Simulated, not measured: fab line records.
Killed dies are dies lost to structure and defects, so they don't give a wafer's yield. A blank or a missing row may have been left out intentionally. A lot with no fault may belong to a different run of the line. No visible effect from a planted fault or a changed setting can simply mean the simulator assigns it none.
Lot-split experiment    flow ritCmos    5 lots, 23 wafers read, on a route of 202 steps

## ON THE SPLIT
At RIT_PLDD_SOFTBAKE_02 (time 60 s), the setting tempC was moved away from the recipe's 90 C on 8 of the 23 wafers read, by +2.5% to +3.6%. For the rest of the wafers, this setting stayed at what the recipe calls for.

The split's own step is where the reading is taken.

## THE READING
NOVOLAK_of_PLDD_COAT_01.thkNm (the simulator's own value, which no gauge read), in nm, at RIT_PLDD_SOFTBAKE_02 (time 60 s). No usual value for it is given in the file. Here, 15 wafers ran the recipe; their average is 997.7 nm with a standard deviation of 2.2 nm.

wafer   tool, chamber at the split  tempC as run, C  against the recipe  NOVOLAK_of_PLDD_COAT_01.thkNm, nm  against lot-mates on the recipe
L074.1  lithoTrack-04, 0            92.29            +2.5%               995.5                              -6.5
L074.2  lithoTrack-04, 0            92.29            +2.5%               994                                -8.0
L074.3  lithoTrack-04, 0            90               recipe              1003                               -
L074.4  lithoTrack-04, 0            92.29            +2.5%               993                                -9.0
L074.5  lithoTrack-04, 0            90               recipe              1001                               -
L079.1  lithoTrack-04, 0            90               recipe              997.8                              -
L079.2  lithoTrack-04, 0            90               recipe              996.9                              -
L079.3  lithoTrack-04, 0            93.17            +3.5%               988.5                              -9.2
L079.4  lithoTrack-04, 0            90               recipe              998.5                              -
L079.5  lithoTrack-04, 0            93.17            +3.5%               989.1                              -8.6
L081.1  lithoTrack-04, 0            90               recipe              1000                               -
L081.5  lithoTrack-04, 0            90               recipe              997.6                              -
L081.6  lithoTrack-04, 0            90               recipe              998.6                              -
L082.1  lithoTrack-01, 0            90               recipe              997.3                              -
L082.2  lithoTrack-01, 0            90               recipe              995.3                              -
L082.3  lithoTrack-01, 0            93.26            +3.6%               990                                -6.3
L082.6  lithoTrack-01, 0            93.26            +3.6%               990                                -6.3
L082.4  lithoTrack-01, 0            93.26            +3.6%               985.7                              -10.6
L085.1  lithoTrack-01, 0            90               recipe              994.8                              -
L085.2  lithoTrack-01, 0            90               recipe              997.6                              -
L085.3  lithoTrack-01, 0            90               recipe              995.4                              -
L085.5  lithoTrack-01, 0            90               recipe              995.2                              -
L085.6  lithoTrack-01, 0            90               recipe              996.2                              -

THE FIT
A straight line over all 23 wafers: NOVOLAK_of_PLDD_COAT_01.thkNm changes by -2.29 nm for each +1% of tempC; r = -0.85; the points scatter about the line by 2.3 nm.
The same after taking each lot's own level away (the mean of its wafers on the recipe; 23 wafers): -2.45 nm for each +1%; r = -0.94; scatter 1.4 nm.
According to that fit, moving tempC by its largest amount changes the reading by 8.9 nm.
Measured against the standard deviation above, the lots' own levels, which go from 995.84 to 1002.00 nm, span 2.8 times it.
Consequently the slope shifts little with the lot-to-lot level, the two slopes agreeing.
Check: for one of the wafers moved furthest among these (+3.6%), held out of the fit, the line's prediction against its lot-mates is -9.45 nm. Against them it came out at -6.3 nm.

## THESE WAFERS: OTHER SPLITS
These wafers also went through other splits before the reading. Each is held against what the fit with the lots' levels taken away leaves over:
other split on the same wafers  wafers away from the commonest value  r with NOVOLAK_of_PLDD_COAT_01.thkNm (lot level and that fit taken away)
RIT_ACTIVE_CVD_03 timeS         18                                    -0.30
RIT_ACTIVE_ETCH_13 rfW          8                                     -0.21
RIT_FOX2_CLEAN_02 timeS         10                                    -0.23
RIT_NWELL_IMPLANT_08 energyKev  8                                     +0.25
RIT_NRETRO_COAT_01 spinRpm      7                                     +0.28
RIT_PRETRO_SOFTBAKE_02 tempC    10                                    +0.32
RIT_GATE_EXPOSE_13 doseMj       7                                     -0.04
RIT_NLDD_IMPLANT_08 energyKev   9                                     -0.01

## FILE'S OWN FIT
NOVOLAK_of_PLDD_COAT_01.thkNm changes by -2.49 nm for each +1% of tempC, r = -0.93.
